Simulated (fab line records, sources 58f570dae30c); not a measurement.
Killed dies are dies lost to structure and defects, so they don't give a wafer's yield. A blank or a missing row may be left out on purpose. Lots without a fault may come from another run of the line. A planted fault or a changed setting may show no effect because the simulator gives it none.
Problem report in the 8D (eight disciplines) form, filled by code | flow berkeley_cmos170 | the parts of the form that need people (team, actions taken, sign-off) are left out

1. THE PROBLEM
prime_temp_c at UCB170_CONTACT_HMDS_03 reads a mean of 98.47 C on 6 wafers of 2 lots; wafers without a fault read 100.00 C with a standard deviation of 0.14. That is -11 standard deviations from the usual mean.
The step: prime time 60 s.
First seen on wafer L627.3, day 10 21:14, on litho_track-01. The record holds 42 wafers of 14 lots with a number at this step. Rule for "out", or "out of limits": more than 4 standard deviations from the usual mean. The other wafers with a number count as sound.

2. WHAT IT IS AND WHAT IT IS NOT
question                    | is                     | is not
which readings at this step | prime_temp_c           | -
which lots                  | L625, L627             | L606, L607, L608, L611, L612, L614, L615, L616, L617, L618, L619, L622
which wafers of those lots  | all that have a number | -
read on which tools         | litho_track-01         | litho_track-03, litho_track-04
when                        | from day 10 21:14      | up to then (36 sound wafers)

3. SUSPECTS, AND WHAT RULES EACH OUT
Counting: a tool at a process step up to the reading stays a suspect if it ran every lot that is out and no sound lot after the first of them.
- rtp_anneal-02 at UCB170_SILICIDE_RTA_04 (time 14.35 s): kept. It ran every lot that is out, first L627 (day 10 19:01), and no sound lot after that; its last sound lot up to then is L618 (day 8 19:03).
- litho_track-01 at UCB170_CONTACT_HMDS_03 (prime time 60 s): kept. It ran every lot that is out, first L627 (day 10 21:14), and no sound lot after that; its last sound lot up to then is L618 (day 8 21:21). Its own readings are out on those wafers: prime_temp_c.
Left after counting: rtp_anneal-02 at UCB170_SILICIDE_RTA_04, litho_track-01 at UCB170_CONTACT_HMDS_03.

4. THE CAUSE (what the simulator had put in)
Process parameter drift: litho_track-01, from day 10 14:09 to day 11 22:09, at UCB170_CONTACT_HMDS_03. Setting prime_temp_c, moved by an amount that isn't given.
Counting left 2 suspects, and this tool is among them.

5. THE CHAIN OF EFFECTS, in route order
Each row: a reading whose mean over the struck wafers that have a number lies more than 3 standard deviations from the usual. Only readings for which the record gives a usual standard deviation are gone through. hours: the time from each lot's start at the first step in this table that gives one to its start at this step, as a median over the lots. sigmas: the change in usual standard deviations.
hours | step                   | reading      | usual    | on struck wafers | change | sigmas
0     | UCB170_CONTACT_HMDS_03 | prime_temp_c | 100.00 C | 98.47            | -1.53  | -11
The process steps in it:
- UCB170_CONTACT_HMDS_03: prime time 60 s.

6. WHAT WOULD HAVE CAUGHT IT SOONER
In this record the first reading out of limits was taken at day 10 21:14, 7 hours after the fault began at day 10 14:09.
